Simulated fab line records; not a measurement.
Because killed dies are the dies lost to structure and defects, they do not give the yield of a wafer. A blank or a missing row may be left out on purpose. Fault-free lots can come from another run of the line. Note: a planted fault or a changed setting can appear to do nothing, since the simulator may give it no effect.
Which of the tools did it?    flow berkeley_cmos170    21 wafers from 7 lots sampled at 2 of the route's 331 steps

== WHAT THE GAUGES READ, wafer by wafer ==
UCB170_FIELD_THK_MEAS_02.
lot   measured     on             FIELD_OXIDE_THK (nm)
L317  day 5 03:44  film_metro-04  560 563 563
L321  day 5 15:11  film_metro-03  544 549 539
L325  day 6 15:31  film_metro-04  556 557 562
L327  day 6 23:07  film_metro-01  564 557 550
L335  day 8 18:26  film_metro-01  432 430 429
L337  day 8 21:36  film_metro-04  563 561 569
L339  day 9 05:48  film_metro-01  543 549 546

== EACH LOT AND THE TOOL THAT RAN IT (in order: tool; ch and the chambers of the sampled wafers; start) ==
lot   UCB170_FIELD_OXIDATION_01
L317  furnace-01 ch 0, day 5 00:44
L321  furnace-03 ch 0, day 5 12:10
L325  furnace-03 ch 0, day 6 12:28
L327  furnace-01 ch 0, day 6 20:06
L335  furnace-03 ch 0, day 8 15:25
L337  furnace-02 ch 0, day 8 18:35
L339  furnace-01 ch 0, day 9 02:48
- UCB170_FIELD_OXIDATION_01: target thk 558.3 nm, ox time 7200 s.

== THE ANSWER, worked out from the rows above alone ==
Rule: usual is defined by the lots themselves. The widest of any qualifying gaps counts: lots, ordered by their means at a reading, are off when they make up no more than a third of the lots, leave a main group of 4 or more, and stand apart from it by 3 or more times the standard deviation of that group's means. A main group whose means are all the same, to the digits that the tables above print for the reading, isn't used. Also off: a lot with no number at a reading for which 4 or more lots have one. Where the step has rows for the other lots, those lots are counted as sound.
Off: at UCB170_FIELD_THK_MEAS_02 (FIELD_OXIDE_THK), L335. For the main group the mean is 555 nm and the standard deviation 7.7.
A tool fits if, at a process step before that reading, it ran every lot that is off, and no sound lot after the first of them. The gauges at UCB170_FIELD_THK_MEAS_02 are tried like those tools. One fits: furnace-03 at UCB170_FIELD_OXIDATION_01. A fault onset in the window from L325 (day 6 12:28, its last sound lot) to L335 (day 8 15:25, its first lot off) fits.

== WHAT THE SIMULATOR HAD INSERTED ==
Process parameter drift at UCB170_FIELD_OXIDATION_01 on furnace-03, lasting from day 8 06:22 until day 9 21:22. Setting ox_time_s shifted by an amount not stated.
Shown lots that were struck: L335. The same result came from the rule above.
